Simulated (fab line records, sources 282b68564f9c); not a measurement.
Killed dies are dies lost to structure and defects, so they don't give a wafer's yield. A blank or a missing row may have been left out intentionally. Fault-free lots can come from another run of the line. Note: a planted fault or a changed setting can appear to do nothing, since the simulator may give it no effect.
Comparing a struck lot with a sound one -- flow rit cmos -- 15 out of 202 route steps
Sound: the wafers L382.2, L382.4, L382.5. The struck wafers were L375.1, L375.2, L375.4. At the end, the cause is stated.
Each step with rows lists, per side, the tool, then ch with its chambers, then its first start. Under that, the readings that differ: sound wafers -- struck wafers -- difference of the means -- sigmas: that difference in standard deviations of wafers without a fault.
alike: readings with means less than 2 such deviations apart, plus words and numbers identical on both sides. not compared: withheld readings, readings lacking a value on some wafer, bounds such as >300 that could conceal the same value, and numbers that have no deviation in the record and whose values overlap.
Wherever a step has rows on one side only, a row that says differs or no value, or a row with sigmas, the two part there. Non-overlapping numbers with no deviation appear without sigmas and do not part them. Lack of a reading on every wafer of one side parts them only where that side has two or more wafers.

first, 1 step without rows for these wafers: RIT_PLDD_IMPLANT_08.
RIT_PLDD_STRIP_09: strips in O2, time 180 s.
  sound on plasma asher-03 ch 0,1, day 7 14:36; struck on plasma asher-02 ch 0,1, day 6 02:34
  alike: drypump motor current A
  not compared: rf hours counter h
RIT_PLDD_TW_MEAS_10:
  sound on film metro-04, day 7 14:47; struck on film metro-04, day 6 02:45
  alike: PLDD_TW
then, 4 steps without rows for these wafers: RIT_SPACER_CLEAN_00 (cleans in SC1, time 600 s); RIT_SPACER_CLEAN_01 (cleans in dHF, time 30 s); RIT_SPACER_CLEAN_02 (cleans in SC2, time 600 s); RIT_SPACER_CVD_03 (deposits Si3N4 from SiH2Cl2/NH3, target thk 250 nm, time 3300 s).
RIT_SPACER_THK_MEAS_04:
  sound on film metro-01, day 7 17:12; struck on film metro-03, day 6 05:07
  alike: SPACER_NITRIDE_THK
RIT_SPACER_ETCHBACK_05: etches Si3N4 in SF6/CHF3, stops on SiO2, target depth 250 nm, time 240 s.
  sound on rie diel-01 ch 0,1,3, day 7 17:15; struck on rie diel-04 ch 1,2,3, day 6 05:10
  alike: drypump motor current A, oes product au, throttle valve pct
  not compared: rf hours counter h
then, 3 steps without rows for these wafers: RIT_NSD_HMDS_00 (prime time 60 s); RIT_NSD_COAT_01 (resist thk 1000 nm); RIT_NSD_SOFTBAKE_02 (time 60 s).
RIT_NSD_EXPOSE_03: exposes mask M9, target cd 40700 nm.
  sound on iline stepper-02 ch 0, day 7 17:52; struck on iline stepper-01 ch 0, day 6 05:53
reading,sound,struck,difference,sigmas
model.NSD.overlay x nm (nm),0.1694 0.1694 0.1694,3.786 3.786 3.786,+3.617,
  alike: mask
then, 2 steps without rows for these wafers: RIT_NSD_PEB_04; RIT_M1_PROBE_99.

== WHERE THEY PART ==
Nowhere in this record.

WHY: what the simulator had put in
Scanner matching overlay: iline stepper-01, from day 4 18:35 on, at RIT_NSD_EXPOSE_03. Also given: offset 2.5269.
